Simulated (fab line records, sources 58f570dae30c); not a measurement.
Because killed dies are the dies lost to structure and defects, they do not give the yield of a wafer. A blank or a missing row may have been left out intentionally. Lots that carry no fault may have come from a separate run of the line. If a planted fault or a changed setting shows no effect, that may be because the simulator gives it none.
fab line records | flow berkeley-cmos170
record: lots: 14 wafers: 41 last-day: 12
route steps=331 shown NWELL@26 V2@292
lots with no fault: from the same line, run without faults
start-h: the number of hours between the record's first day and the start of the first shown wafer of the lot | wait-h: time in hours since the lot's previous step | " repeats the value in the row above | L1.1+2: several wafers, shown together as one row | - either no value or no given start | * or withheld: withheld | < > ~ a bound
route shown NAME@n: a module of which the file shows steps, and the number in the route of the first | usual: the fault-free wafers' mean and standard deviation | same: alike in all rows | chamber/n: place in a boat | sites: each site's reading | _std_site: the standard deviation of these | _edge_site: the outer-site mean with the inner-site mean subtracted | radius-mm: how far each site lies from the wafer's centre | mask NAME#n: copy n | behind: tool/chamber where the wafer was last shaped | hold: the reason the lot was held/the length of the hold in hours/how it ended | device: names the non-switching transistor (n, p or np) | end of line: the route-end tests of the same wafers | for a step that has no rows: nothing shown but its recipe | killed: the dies lost at the first sort to structure and to defects; this is not the yield of the wafer | map: shows each die of a wafer: x if killed, . if not, _ if none is there
set.NAME: the setting as run; set.NAME@STEP: as run at that earlier step | model.NAME: the simulator's own value behind a step, which no gauge read
a sample of lots followed through the steps of the route, with each step as a table and each wafer as a row
services: from which hour (start-h, from the record's first day; less than 0 if before it) a tool's chamber was out of use, for how many hours, and why
== steps ==
step: UCB170_NWELL_OVL_MEAS_12
usual: NWELL_OVL: -1/5.5
columns lot.wafer tool chamber start-h wait-h NWELL_OVL[nm]
L211.3 overlay-02 - 32.12 - -10
L211.4 " - " " -10
L211.6 " - " " -5
L213.2 overlay-02 - 45.09 - 7
L213.3 " - " " -4
L213.4 " - " " 9
L214.2 overlay-02 - 50.82 - 7
L214.4 " - " " 6
L214.5 " - " " 5
L216.2 overlay-01 - 57.05 - -11
L216.3 " - " " 0
L216.4 " - " " -4
L217.1 overlay-01 - 72.60 - 11
L217.2 " - " " 6
L217.6 " - " " 3
L218.2 overlay-02 - 72.88 - -1
L218.4 " - " " -1
L218.6 " - " " -3
L220.2 overlay-02 - 78.79 - -6
L220.4 " - " " -1
L220.5 " - " " 2
L223.1 overlay-02 - 91.35 - -5
L223.2 " - " " 3
L223.3 " - " " 0
L224.2 overlay-02 - 99.50 - 0
L224.5 " - " " -9
L226.3 overlay-02 - 109.99 - 7
L226.4 " - " " 1
L226.6 " - " " 5
L229.3 overlay-02 - 122.17 - 2
L229.4 " - " " -3
L229.5 " - " " -1
L231.2 overlay-02 - 138.09 - -1
L231.3 " - " " -8
L231.4 " - " " 1
L232.1 overlay-02 - 146.25 - -5
L232.3 " - " " -6
L232.5 " - " " -8
L233.3 overlay-01 - 151.76 - -1
L233.4 " - " " -4
L233.6 " - " " 1
step: UCB170_V2_CVD_00
recipe: material: SiO2 target-thk-nm: 2000 temp-c: 390 precursor: TEOS/O2 time-s: 250 rf-w: 550 pressure-mtorr: 9000
usual: heater-power-w: 238/48
columns lot.wafer tool chamber start-h wait-h heater-power-w
L211.3 pecvd-03 2 156.69 0.1 179
L211.4 " 1 " " 200
L211.6 " 2 " " 126
L213.2 pecvd-03 0 166.60 0.1 292
L213.3 " 1 " " 300
L213.4 " 2 " " 129
L214.2 pecvd-01 1 167.08 0.1 228
L214.4 " 1 " " 286
L214.5 " 0 " " 204
L216.2 pecvd-03 0 180.47 0.1 238
L216.3 " 1 " " 274
L216.4 " 2 " " 126
L217.1 pecvd-03 2 189.42 0.1 176
L217.2 " 1 " " 300
L217.6 " 1 " " 209
L218.2 pecvd-01 1 194.22 0.1 276
L218.4 " 0 " " 198
L218.6 " 0 " " 269
L220.2 pecvd-02 1 209.70 0.1 232
L220.4 " 2 " " 308
L220.5 " 0 " " 204
L223.1 pecvd-02 2 217.47 0.1 294
L223.2 " 1 " " 231
L223.3 " 0 " " 269
L224.2 pecvd-02 2 223.64 0.1 302
L224.5 " 1 " " 180
L226.3 pecvd-02 1 238.17 0.1 204
L226.4 " 2 " " 322
L226.6 " 1 " " 254
L229.3 pecvd-01 1 250.32 0.1 219
L229.4 " 1 " " 273
L229.5 " 2 " " 218
L231.2 pecvd-03 0 272.87 0.1 270
L231.3 " 2 " " 194
L231.4 " 1 " " 297
L232.1 pecvd-01 1 280.92 0.1 229
L232.3 " 2 " " 301
L232.5 " 0 " " 199
L233.3 pecvd-03 1 281.16 0.1 227
L233.4 " 2 " " 197
L233.6 " 0 " " 318
step: UCB170_V2_THK_MEAS_01
recipe: reads: SiO2_of_V2_CVD_00
usual: V2_TEOS_THK: 2009/28
columns lot.wafer tool chamber start-h wait-h V2_TEOS_THK[nm]
L211.3 film-metro-02 - 156.86 0.1 1955
L211.4 " - " " 1992
L211.6 " - " " 1995
L213.2 film-metro-02 - 166.76 0.1 2002
L213.3 " - " " 1994
L213.4 " - " " 2020
L214.2 film-metro-04 - 167.25 0.1 1995
L214.4 " - " " 2013
L214.5 " - " " 2033
L216.2 film-metro-04 - 180.64 0.1 1976
L216.3 " - " " 1943
L216.4 " - " " 2016
L217.1 film-metro-02 - 189.58 0.1 1952
L217.2 " - " " 1969
L217.6 " - " " 2003
L218.2 film-metro-03 - 194.46 0.2 2004
L218.4 " - " " 2042
L218.6 " - " " 2049
L220.2 film-metro-03 - 209.86 0.1 1978
L220.4 " - " " 2027
L220.5 " - " " 2059
L223.1 film-metro-04 - 217.63 0.1 2009
L223.2 " - " " 2008
L223.3 " - " " 2045
L224.2 film-metro-04 - 223.81 0.1 2659
L224.5 " - " " 2703
L226.3 film-metro-04 - 238.34 0.1 2664
L226.4 " - " " 2703
L226.6 " - " " 2673
L229.3 film-metro-02 - 250.50 0.1 1974
L229.4 " - " " 2024
L229.5 " - " " 2000
L231.2 film-metro-02 - 273.03 0.1 2015
L231.3 " - " " 1985
L231.4 " - " " 2001
L232.1 film-metro-04 - 281.07 0.1 1974
L232.3 " - " " 1981
L232.5 " - " " 2031
L233.3 film-metro-03 - 281.34 0.1 1993
L233.4 " - " " 2038
L233.6 " - " " 2040
== services ==
columns tool chamber start-h hours kind
pecvd-01 - 135.50 14.0 pm
pecvd-01 0 135.50 14.0 vent-cycle
pecvd-01 1 135.50 14.0 vent-cycle
pecvd-01 2 135.50 14.0 vent-cycle
pecvd-01 0 149.50 - clean
pecvd-01 1 149.50 - clean
pecvd-01 2 149.50 - clean
pecvd-03 - 173.47 2.8 pm
pecvd-01 2 190.28 4.6 repair
pecvd-03 1 239.47 6.8 repair
pecvd-03 - 239.76 0.8 repair
pecvd-03 - 242.50 14.0 pm
pecvd-03 0 242.50 14.0 vent-cycle
pecvd-03 1 242.50 14.0 vent-cycle
pecvd-03 2 242.50 14.0 vent-cycle
pecvd-01 - 256.00 6.0 pm
pecvd-03 0 256.50 - clean
pecvd-03 1 256.50 - clean
pecvd-03 2 256.50 - clean
pecvd-03 0 258.55 2.4 repair
== key ==
first-sign: step: UCB170_V2_THK_MEAS_01 reading: V2_TEOS_THK direction: up sigmas: 24 usual: 2009 struck: 2680
effect none on later readings
met-at UCB170_V2_CVD_00
struck-lots L224,L226
not-acting-at UCB170_NWELL_OVL_MEAS_12
onset-between 217.47 223.64
fault: kind: process-parameter-drift tool: pecvd-02 chamber: - onset-h: 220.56 steps: UCB170_V2_CVD_00 channel: target-thk-nm offset: 671.1 shape: step end-h: 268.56 acts-in: these-recipes-only stated: 2000
